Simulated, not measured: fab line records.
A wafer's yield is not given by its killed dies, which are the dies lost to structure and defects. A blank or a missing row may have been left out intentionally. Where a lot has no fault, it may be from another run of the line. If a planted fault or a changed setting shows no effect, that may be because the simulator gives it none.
A lot that was struck, set against a sound lot || flow berkeley cmos170 || 14 out of 331 route steps
Sound: the wafers L909.2, L909.3, L909.6. Wafers L924.1, L924.3, L924.5 were the ones struck. Last of all comes the cause.
Order at every step that has rows: each side's tool, ch and its chambers, its first start. Under that, the readings that differ: sound wafers || struck wafers || difference of the means || sigmas: that difference in standard deviations of wafers without a fault.
alike: same words and numbers on both sides, and readings whose means sit less than 2 such deviations apart. not compared: any withheld reading, any reading some wafer has no value for, any bound like >300 that may hide the same value, and any number with overlapping values for which the record gives no deviation.
The two part at a step that has a row with sigmas, a row that says differs or no value, or rows on one side only. Non-overlapping numbers with no deviation appear without sigmas and do not part them. Lack of a reading on every wafer of one side parts them only where that side has two or more wafers.

first, 1 step without rows for these wafers: UCB170_M1_ANNEAL_14 (time 1200 s).
UCB170_V1_CVD_00: deposits SiO2 from TEOS/O2, target thk 2000 nm, time 250 s.
  sound on pecvd-02 ch 1, day 8 02:13; struck on pecvd-03 ch 0,1, day 11 17:46
  alike: heater power w
UCB170_V1_THK_MEAS_01:
  sound on film metro-04, day 8 02:27; struck on film metro-01, day 11 17:55
  alike: V1_TEOS_THK
UCB170_V1_CMP_02: polishes SiO2.
  sound on cmp-02 ch 1,3, day 8 02:33; struck on cmp-02 ch 0,2,3, day 11 17:59
  alike: motor current A
UCB170_V1_BOW_MEAS_03:
  sound on film metro-01, day 8 02:49; struck on film metro-01, day 11 18:17
  alike: V1_BOW
UCB170_V1_THK_MEAS_04:
  sound on film metro-01, day 8 02:56; struck on film metro-01, day 11 18:24
  alike: V1_POLISHED_THK
then, 6 steps without rows for these wafers: UCB170_V1_CLEAN_05 (cleans in DIW); UCB170_V1_HMDS_06 (prime time 60 s); UCB170_V1_COAT_07 (resist thk 900 nm); UCB170_V1_SOFTBAKE_08 (time 60 s); UCB170_V1_EXPOSE_09 (exposes mask VIA1, target cd 700 nm); UCB170_V1_PEB_10.
UCB170_V1_DEVELOP_11: develop time 45 s.
  struck on litho track-02, day 11 22:00; sound on litho track-03 ch 0, day 8 04:00
  no value came back on the struck wafers for chill plate temp C (C), develop time s (s); on the sound wafers chill plate temp C (C) reads 22.88 22.93 22.83
{"reading": "model.KrF_of_V1_COAT_07.thk nm (nm)", "sound": "884.5 888.1 884.1", "struck": "901.4 900.4 899.4", "difference": "+14.8", "sigmas": ""}
UCB170_V1_CD_MEAS_12: target cd 700 nm.
  sound on cd sem-01, day 8 04:24; struck on cd sem-02, day 11 22:29
{"reading": "cd nm (nm)", "sound": "701.7 700.7 701.5", "struck": "- - -", "difference": "no value on the struck wafers", "sigmas": ""}

WHERE THEY PART
First at UCB170_V1_DEVELOP_11; last, within this record, at UCB170_V1_CD_MEAS_12.

WHY: what the simulator had put in
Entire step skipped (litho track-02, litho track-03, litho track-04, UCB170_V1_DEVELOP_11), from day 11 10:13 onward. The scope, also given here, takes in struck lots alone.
